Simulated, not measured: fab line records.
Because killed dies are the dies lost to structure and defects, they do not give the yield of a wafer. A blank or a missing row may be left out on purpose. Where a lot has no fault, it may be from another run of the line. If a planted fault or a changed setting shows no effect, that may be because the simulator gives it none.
Which of the tools did it? -- flow rit_cmos -- Sampling: 14 lots, 42 wafers, 2 of 202 route steps

## WHAT THE GAUGES SHOWED, per wafer
The record lacks any reading of a measuring or inspecting step that a usual standard deviation could be used to judge.

## TOOL THAT RAN EACH LOT (tool first, then ch and the chambers of the sampled wafers, then the start)
lot,RIT_CONTACT_COAT_03,RIT_M1_PROBE_99
L625,"litho_track-02 ch 0, day 3 08:31","prober-01, day 3 14:48"
L626,"litho_track-03 ch 0, day 3 10:23","prober-02, day 3 17:29"
L627,"litho_track-02 ch 0, day 3 18:41","prober-01, day 4 00:51"
L628,"litho_track-03 ch 0, day 3 20:22","prober-02, day 4 02:42"
L629,"litho_track-03 ch 0, day 4 02:58","prober-01, day 4 09:13"
L630,"litho_track-02 ch 0, day 4 05:02","prober-02, day 4 11:19"
L631,"litho_track-03 ch 0, day 4 09:34","prober-01, day 4 15:34"
L632,"litho_track-01 ch 0, day 4 13:04","prober-02, day 4 19:04"
L634,"litho_track-02 ch 0, day 5 00:01","prober-02, day 5 06:09"
L636,"litho_track-02 ch 0, day 5 09:28","prober-01, day 5 15:26"
L643,"litho_track-03 ch 0, day 6 20:43","prober-02, day 7 02:45"
L646,"litho_track-01 ch 0, day 7 11:45","prober-01, day 7 17:53"
L647,"litho_track-01 ch 0, day 7 17:40","prober-02, day 7 23:58"
L648,"litho_track-02 ch 0, day 8 03:13","prober-02, day 8 10:40"
- RIT_CONTACT_COAT_03: resist thk 1000 nm.
- RIT_M1_PROBE_99

## AS READ BY THE TOOLS THEMSELVES (means over the sampled wafers that have a number; for cases with no such wafer, the mark the record gives instead)
RIT_CONTACT_COAT_03.
lot,tool,spin_speed_rpm (rpm)
L625,litho_track-02,3251.3
L626,litho_track-03,3250.3
L627,litho_track-02,3250.2
L628,litho_track-03,3249.0
L629,litho_track-03,3247.4
L630,litho_track-02,3251.1
L631,litho_track-03,3251.5
L632,litho_track-01,3248.6
L634,litho_track-02,3338.1
L636,litho_track-02,3336.0
L643,litho_track-03,3249.1
L646,litho_track-01,3248.4
L647,litho_track-01,3250.1
L648,litho_track-02,3247.3

RIT_M1_PROBE_99.
lot,tool,killed_at_M0_to_M3,killed_at_contacts,killed_at_front_end,killed_dies,killed_on_rim,killed_open,killed_short
L625,prober-01,0.0,0.0,7.7,7.7,2.3,3.3,4.3
L626,prober-02,0.0,0.0,8.7,8.7,2.3,3.7,5.0
L627,prober-01,0.0,0.0,9.7,9.7,1.7,4.3,5.3
L628,prober-02,0.0,0.3,6.3,6.7,1.0,3.7,3.0
L629,prober-01,0.0,0.0,6.7,6.7,1.0,3.7,3.0
L630,prober-02,0.0,0.3,5.3,5.7,1.0,4.7,1.0
L631,prober-01,0.0,0.0,4.7,4.7,0.3,2.3,2.3
L632,prober-02,0.0,0.3,7.0,7.3,3.0,3.7,3.7
L634,prober-02,0.0,0.0,5.0,5.0,1.3,1.7,3.3
L636,prober-01,0.0,0.0,5.0,5.0,0.7,2.0,3.0
L643,prober-02,0.0,0.3,9.7,10.0,4.3,5.0,5.0
L646,prober-01,0.0,0.0,7.7,7.7,1.3,2.7,5.0
L647,prober-02,0.0,0.0,6.7,6.7,1.7,4.3,2.3
L648,prober-02,0.3,0.3,6.7,7.3,1.7,4.3,3.0

## THE ANSWER, worked out from the rows above alone
Rule: the lots themselves supply what counts as usual. The widest of any qualifying gaps counts: lots, ordered by their means at a reading, are off when they make up no more than a third of the lots, leave a main group of 4 or more, and stand apart from it by 3 or more times the standard deviation of that group's means. If all means in a main group match to the digits the tables above print for the reading, that group is not used. A lot without any number at a reading at which 4 lots or more have one is off too. Any other lot the step has rows for is counted as sound. Order of review: gauges by route order, followed by the tools' own readings, for which a lot's mean as printed above is used. The first step at which some lot is off is used, and at that step the reading that is off furthest; a lot without a number counts as furthest.
Off at RIT_CONTACT_COAT_03 (spin_speed_rpm): L634, L636. Mean 3249.5 rpm and standard deviation 1.4 in the main group.
If a tool, at that step or one of the process steps before it, ran each lot that is off and ran no sound lot following the first of them, it fits. Of those tried, none fits.

## WHAT THE SIMULATOR HAD PUT IN
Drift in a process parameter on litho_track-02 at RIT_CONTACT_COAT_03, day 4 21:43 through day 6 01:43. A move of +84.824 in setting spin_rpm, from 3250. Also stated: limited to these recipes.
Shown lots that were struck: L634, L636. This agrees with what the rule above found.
